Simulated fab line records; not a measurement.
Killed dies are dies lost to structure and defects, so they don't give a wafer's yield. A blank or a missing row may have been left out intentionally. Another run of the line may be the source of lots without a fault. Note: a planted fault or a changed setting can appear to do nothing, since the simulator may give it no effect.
Comparing a struck lot with a sound one :: flow berkeley-cmos170 :: 19 out of 331 route steps
Sound: the wafers L396.1, L396.3, L396.4. Struck: wafers L402.1, L402.4, L402.6. The cause comes at the end.
For every step that has rows: the tool of each side, followed by ch and its chambers, followed by its first start. Under that, the readings that differ: sound wafers :: struck wafers :: difference of the means :: sigmas: that difference in standard deviations of wafers without a fault.
alike: readings with means less than 2 such deviations apart, plus words and numbers identical on both sides. not compared: withheld readings, readings lacking a value on some wafer, bounds such as >300 that could conceal the same value, and numbers that have no deviation in the record and whose values overlap.
The two part at a step that has a row with sigmas, a row that says differs or no value, or rows on one side only. Non-overlapping numbers with no deviation appear without sigmas and do not part them. A reading that every wafer of one side lacks parts them only if that side has two wafers or more.

first, 6 steps without rows for these wafers: UCB170_NVT_HMDS_00 (prime time 60 s); UCB170_NVT_COAT_01 (resist thk 900 nm); UCB170_NVT_SOFTBAKE_02 (time 60 s); UCB170_NVT_EXPOSE_03 (exposes mask PWELL, target cd 3000 nm); UCB170_NVT_PEB_04; UCB170_NVT_DEVELOP_05 (develop time 45 s).
UCB170_NVT_OVL_MEAS_06:
  sound: overlay-01 at day 6 01:53; struck: overlay-02 at day 7 17:05
  alike: NVT_OVL
then, 1 step without rows for these wafers: UCB170_NVT_IMPLANT_07.
UCB170_NVT_STRIP_08: strips in O2.
  sound on plasma-asher-02 ch 0,1, day 6 02:05; struck on plasma-asher-01 ch 0,1, day 7 17:16
  alike: drypump-motor-current-A, oes-product-au, strip-time-to-endpoint-s
  not compared: rf-hours-counter-h
UCB170_NVT_TW_MEAS_09:
  sound: film-metro-01 at day 6 02:11; struck: film-metro-03 at day 7 17:22
reading: NVT_TW
sound: 534 532 537
struck: 524 524 524
difference: -10
sigmas: -2
then, 2 steps without rows for these wafers: UCB170_NVT_CLEAN_10 (cleans in SPM, time 600 s); UCB170_PVT_HMDS_00 (prime time 60 s).
UCB170_PVT_COAT_01: resist thk 900 nm.
  sound on litho-track-01 ch 0, day 6 02:35; struck on litho-track-03, day 7 19:01
  no value came back on the struck wafers for chill-plate-temp-C (C), dispense-pressure-kPa (kPa); on the sound wafers chill-plate-temp-C (C) reads 22.96 22.98 23.04
then, 4 steps without rows for these wafers: UCB170_PVT_SOFTBAKE_02 (time 60 s); UCB170_PVT_EXPOSE_03 (exposes mask NWELL, target cd 3000 nm); UCB170_PVT_PEB_04; UCB170_PVT_DEVELOP_05 (develop time 45 s).
UCB170_PVT_OVL_MEAS_06:
  sound: overlay-02 at day 6 03:24; struck: overlay-02 at day 7 19:53
reading: PVT_OVL (nm)
sound: 3 0 -3
struck: - - -
difference: no value on the struck wafers
sigmas: 
then, 1 step without rows for these wafers: UCB170_PVT_IMPLANT_07.

## WHERE THEY PART
Last at UCB170_PVT_OVL_MEAS_06 as far as this record goes, first at UCB170_NVT_TW_MEAS_09.

WHY: whatever the simulator had introduced
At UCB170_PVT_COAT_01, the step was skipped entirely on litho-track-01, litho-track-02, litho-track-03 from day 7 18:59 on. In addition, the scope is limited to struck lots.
